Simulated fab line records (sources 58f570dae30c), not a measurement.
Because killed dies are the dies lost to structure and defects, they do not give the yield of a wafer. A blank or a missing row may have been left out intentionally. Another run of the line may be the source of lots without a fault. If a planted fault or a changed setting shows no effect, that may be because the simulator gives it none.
Problem report, 8D (eight disciplines) form, completed by code -- flow berkeley_cmos170 -- the parts of the form that need people (team, actions taken, sign-off) are left out

1. THE ISSUE
Wafers without a fault read 297.4 W, standard deviation 1.1; rf_fwd_power_W at UCB170_GATE_ETCH_15 reads a mean of 249.5 W on 9 wafers belonging to 3 lots. That puts it -44 standard deviations away from the usual mean.
The step: etches poly-Si in HBr/Cl2, stops on SiO2, time 56.3 s, target depth 278.2 nm.
The first sign was on wafer L688.2 at day 9 22:39, on rie_si-01. The record has a number at this step for 45 wafers belonging to 15 lots. Rule for "out" (also "out of limits"): further than 4 standard deviations from the usual mean. The other wafers with a number count as sound.

2. WHAT THIS IS AND IS NOT
question,is,is not
which readings at this step,rf_fwd_power_W,"drypump_motor_current_A, oes_product_au, throttle_valve_pct"
which lots,"L688, L689, L690","L669, L670, L673, L674, L675, L676, L677, L678, L680, L682, L683, L685"
which wafers of those lots,all that have a number,-
read on which tools,rie_si-01,rie_si-02
when,from day 9 22:39,up to then (36 sound wafers)

3. WHAT RULES OUT EACH SUSPECT
Counting: a tool at any process step up to the reading remains a suspect when it ran all the lots that are out and ran no sound lot after the first of those.
- rie_si-01 at UCB170_GATE_ETCH_15 (etches poly-Si in HBr/Cl2, stops on SiO2, time 56.3 s, target depth 278.2 nm): kept. Every lot that is out went through it, starting with L688 (day 9 22:39), and after that it ran no sound lot; the last sound lot it ran before then is L682 (day 9 03:15). Its own rf_fwd_power_W readings are out on those wafers.
Left after counting: rie_si-01 at UCB170_GATE_ETCH_15.

4. THE CAUSE (what the simulator had put in)
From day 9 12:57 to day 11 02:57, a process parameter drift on rie_si-01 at UCB170_GATE_ETCH_15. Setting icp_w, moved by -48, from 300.
The count eliminated every tool but this one.

5. SEQUENCE OF EFFECTS, ordered by route
Each row: a reading whose mean over the struck wafers that have a number lies more than 3 standard deviations from the usual. Only readings for which the record gives a usual standard deviation are gone through. hours: the time from each lot's start at the first step in this table that gives one to its start at this step, as a median over the lots. sigmas: the change in usual standard deviations.
hours,step,reading,usual,on struck wafers,change,sigmas
0,UCB170_GATE_ETCH_15,rf_fwd_power_W,297.4 W,249.5,-47.9,-44
Process steps it contains:
- UCB170_GATE_ETCH_15: etches poly-Si in HBr/Cl2, stops on SiO2, time 56.3 s, target depth 278.2 nm.

6. WHAT WOULD HAVE CAUGHT IT SOONER
10 hours passed between the start of the fault at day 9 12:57 and the first reading out of limits in this record, taken at day 9 22:39.
